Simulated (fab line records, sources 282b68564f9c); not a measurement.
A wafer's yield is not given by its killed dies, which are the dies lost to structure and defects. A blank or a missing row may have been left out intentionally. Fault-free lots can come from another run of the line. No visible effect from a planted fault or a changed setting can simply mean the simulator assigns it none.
What tool caused it? ; flow rit_cmos ; Sampling: 7 lots, 21 wafers, 2 of 202 route steps

## WHAT THE GAUGES READ, wafer by wafer
RIT_NRETRO_TW_MEAS_10.
lot;measured;on;NRETRO_TW
L605;day 2 12:49;film_metro-02;1053 1045 1050
L607;day 2 22:02;film_metro-02;1051 1051 1049
L609;day 3 08:40;film_metro-04;1048 1049 1053
L611;day 3 20:46;film_metro-04;1046 1052 1044
L613;day 4 07:30;film_metro-03;1033 1036 1043
L615;day 4 14:55;film_metro-04;1062 1063 1056
L623;day 6 05:44;film_metro-03;972 967 971

## TOOL THAT RAN EACH LOT (tool first, then ch and the chambers of the sampled wafers, then the start)
lot;RIT_NRETRO_IMPLANT_08
L605;implanter-01 ch 0, day 2 12:30
L607;implanter-03 ch 0, day 2 21:43
L609;implanter-03 ch 0, day 3 08:21
L611;implanter-02 ch 0, day 3 20:27
L613;implanter-01 ch 0, day 4 07:11
L615;implanter-03 ch 0, day 4 14:36
L623;implanter-03 ch 0, day 6 05:26
- RIT_NRETRO_IMPLANT_08

## THE ANSWER, worked out from the rows above alone
Rule: the usual values come from the lots themselves. Put in order of their means at a reading, lots are off if they are a third of the lots or fewer, leave a main group of 4 or more, and stand apart from it by a gap of 3 or more times the standard deviation of the main group's means; of several such gaps the widest counts. The tables above print the reading to a certain number of digits; a main group whose means all agree to those digits is not used. A lot without any number at a reading at which 4 lots or more have one is off too. All remaining lots with rows at the step are treated as sound.
Off: L623, at RIT_NRETRO_TW_MEAS_10 (NRETRO_TW). Mean 1049 and standard deviation 6.7 in the main group.
If a tool, at a process step before that reading, ran all the lots that are off and no sound lot after the first of them, it fits. Those tools and the gauges at RIT_NRETRO_TW_MEAS_10 are tried in the same way. Undecided on this evidence; 2 tools fit (implanter-03 at RIT_NRETRO_IMPLANT_08, film_metro-03 at RIT_NRETRO_TW_MEAS_10).

## WHAT HAD BEEN PUT IN BY THE SIMULATOR
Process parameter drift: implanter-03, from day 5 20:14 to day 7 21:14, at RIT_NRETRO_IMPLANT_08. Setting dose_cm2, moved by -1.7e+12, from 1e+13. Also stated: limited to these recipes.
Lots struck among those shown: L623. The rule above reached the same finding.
